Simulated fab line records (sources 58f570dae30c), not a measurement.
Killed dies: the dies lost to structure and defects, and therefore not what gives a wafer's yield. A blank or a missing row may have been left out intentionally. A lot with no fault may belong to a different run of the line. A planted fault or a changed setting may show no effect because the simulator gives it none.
Comparing a struck lot with a sound one :: flow berkeleyCmos170 :: 37 out of 331 route steps
Sound: the wafers L653.1, L653.4, L653.6. The struck wafers were L643.2, L643.4, L643.6. The cause is named last.
For every step that has rows: the tool of each side, followed by ch and its chambers, followed by its first start. Under that, the readings that differ: sound wafers :: struck wafers :: difference of the means :: sigmas: that difference in standard deviations of wafers without a fault.
alike: readings whose means differ by less than 2 such deviations, and words and numbers that are the same on both sides. not compared: withheld readings, readings that some wafer has no value for, bounds like >300 that may hide the same value, and numbers for which the record gives no deviation and whose values overlap.
The two part at a step that has a row with sigmas, a row that says differs or no value, or rows on one side only. Non-overlapping numbers with no deviation appear without sigmas and do not part them. Lack of a reading on every wafer of one side parts them only where that side has two or more wafers.

first, 1 step without rows for these wafers: UCB170_SPACER_CVD_00 (deposits SiO2 from TEOS/O2, target thk 376 nm, time 47 s).
UCB170_SPACER_THK_MEAS_01:
  sound on filmMetro-04, day 11 02:04; struck on filmMetro-02, day 8 17:08
  alike: SPACER_TEOS_THK
then, 1 step without rows for these wafers: UCB170_SPACER_ANNEAL_02 (time 1800 s).
UCB170_SPACER_ETCHBACK_03: etches SiO2 in CHF3/CF4/Ar, stops on Si, target depth 376 nm, time 100 s.
  sound on rieDiel-02 ch 0,3, day 11 04:40; struck on rieDiel-01 ch 0,2, day 8 22:58
  alike: drypumpMotorCurrentA, oesProductAu, throttleValvePct
  not compared: rfHoursCounterH
then, 6 steps without rows for these wafers: UCB170_PSD_HMDS_00 (prime time 60 s); UCB170_PSD_COAT_01 (resist thk 900 nm); UCB170_PSD_SOFTBAKE_02 (time 60 s); UCB170_PSD_EXPOSE_03 (exposes mask PSELECT MOD, target cd 1200 nm); UCB170_PSD_PEB_04; UCB170_PSD_DEVELOP_05 (develop time 45 s).
UCB170_PSD_CD_MEAS_06: target cd 1200 nm.
  sound on cdSem-01, day 11 06:01; struck on cdSem-01, day 9 00:18
  alike: cdNm
UCB170_PSD_OVL_MEAS_07:
  sound on overlay-02, day 11 06:08; struck on overlay-02, day 9 00:25
  alike: PSD_OVL
UCB170_PSD_IMPLANT_08:
  sound on implanter-03 ch 0, day 11 06:10; struck on implanter-01 ch 0, day 9 00:47
UCB170_PSD_STRIP_09: strips in O2.
  sound on plasmaAsher-01 ch 0,1, day 11 06:19; struck on plasmaAsher-04 ch 0,1, day 9 00:55
reading: oesProductAu (a.u.)
sound: 0.600 0.598 0.597
struck: 0.523 0.513 0.519
difference: -0.080
sigmas: -19

reading: stripTimeToEndpointS (s)
sound: 29.54 29.41 29.44
struck: 37.65 37.54 37.64
difference: +8.15
sigmas: +99 or more
  alike: drypumpMotorCurrentA
  not compared: rfHoursCounterH
UCB170_PSD_TW_MEAS_10:
  sound on filmMetro-02, day 11 06:25; struck on filmMetro-03, day 9 01:14
reading: PSD_TW
sound: 2326 2319 2325
struck: 2842 2847 2843
difference: +521
sigmas: +43
then, 7 steps without rows for these wafers: UCB170_PSD_CLEAN_11 (cleans in SPM, time 600 s); UCB170_NSD_HMDS_00 (prime time 60 s); UCB170_NSD_COAT_01 (resist thk 900 nm); UCB170_NSD_SOFTBAKE_02 (time 60 s); UCB170_NSD_EXPOSE_03 (exposes mask NSELECT MOD, target cd 1200 nm); UCB170_NSD_PEB_04; UCB170_NSD_DEVELOP_05 (develop time 45 s).
UCB170_NSD_CD_MEAS_06: target cd 1200 nm.
  sound on cdSem-02, day 11 08:46; struck on cdSem-02, day 9 10:10
  alike: cdNm
UCB170_NSD_OVL_MEAS_07:
  sound on overlay-02, day 11 08:53; struck on overlay-01, day 9 10:16
  alike: NSD_OVL
next, for these wafers, 1 step has no rows: UCB170_NSD_IMPLANT_08.
UCB170_NSD_STRIP_09: strips in O2.
  sound on plasmaAsher-01 ch 1, day 11 09:04; struck on plasmaAsher-01 ch 1, day 9 10:34
  alike: drypumpMotorCurrentA, oesProductAu, stripTimeToEndpointS
  not compared: rfHoursCounterH
UCB170_NSD_TW_MEAS_10:
  sound on filmMetro-01, day 11 09:10; struck on filmMetro-02, day 9 10:41
reading: NSD_TW
sound: 4234 4218 4240
struck: 4162 4143 4164
difference: -74
sigmas: -3
then, 4 steps without rows for these wafers: UCB170_NSD_CLEAN_11 (cleans in SPM, time 600 s); UCB170_BACKSIDE_HMDS_00 (prime time 60 s); UCB170_BACKSIDE_COAT_01 (resist thk 900 nm); UCB170_BACKSIDE_SOFTBAKE_02 (time 60 s).
UCB170_BACKSIDE_STRIP_03: strips in O2.
  sound on plasmaAsher-02 ch 0,1, day 11 09:53; struck on plasmaAsher-04 ch 0,1, day 9 14:25
  alike: drypumpMotorCurrentA, oesProductAu, stripTimeToEndpointS
  not compared: rfHoursCounterH
then, 1 step without rows for these wafers: UCB170_BACKSIDE_CLEAN_04 (cleans in SPM, time 600 s).
UCB170_SDANNEAL_RTA_00: time 10 s.
  sound on rtpAnneal-02 ch 0, day 11 10:23; struck on rtpAnneal-01 ch 0, day 9 14:42
  alike: lampPowerPct, wafer_temp_C_max
UCB170_SDANNEAL_RTA_01: time 5 s.
  sound on rtpAnneal-02 ch 0, day 11 10:27; struck on rtpAnneal-01 ch 0, day 9 14:46
reading: lampPowerPct (%)
sound: 40.2 40.2 40.2
struck: 41.8 41.9 41.8
difference: +1.6
sigmas: +2
  alike: wafer_temp_C_max
UCB170_SDANNEAL_RS_MEAS_02: a four-point-probe measurement.
  sound on filmMetro-02, day 11 10:31; struck on filmMetro-03, day 9 15:07
reading: PSD_RS (ohm/sq)
sound: 74.90 75.42 75.30
struck: 53.66 53.78 53.77
difference: -21.47
sigmas: -83
UCB170_M3_PROBE_99:
  the record holds rows for the sound wafers here (prober-02, day 12 14:41) but none for the struck ones

## WHERE THEY PART
Earliest at UCB170_PSD_STRIP_09; latest, in this record, at UCB170_M3_PROBE_99.

WHY: what had been put in by the simulator
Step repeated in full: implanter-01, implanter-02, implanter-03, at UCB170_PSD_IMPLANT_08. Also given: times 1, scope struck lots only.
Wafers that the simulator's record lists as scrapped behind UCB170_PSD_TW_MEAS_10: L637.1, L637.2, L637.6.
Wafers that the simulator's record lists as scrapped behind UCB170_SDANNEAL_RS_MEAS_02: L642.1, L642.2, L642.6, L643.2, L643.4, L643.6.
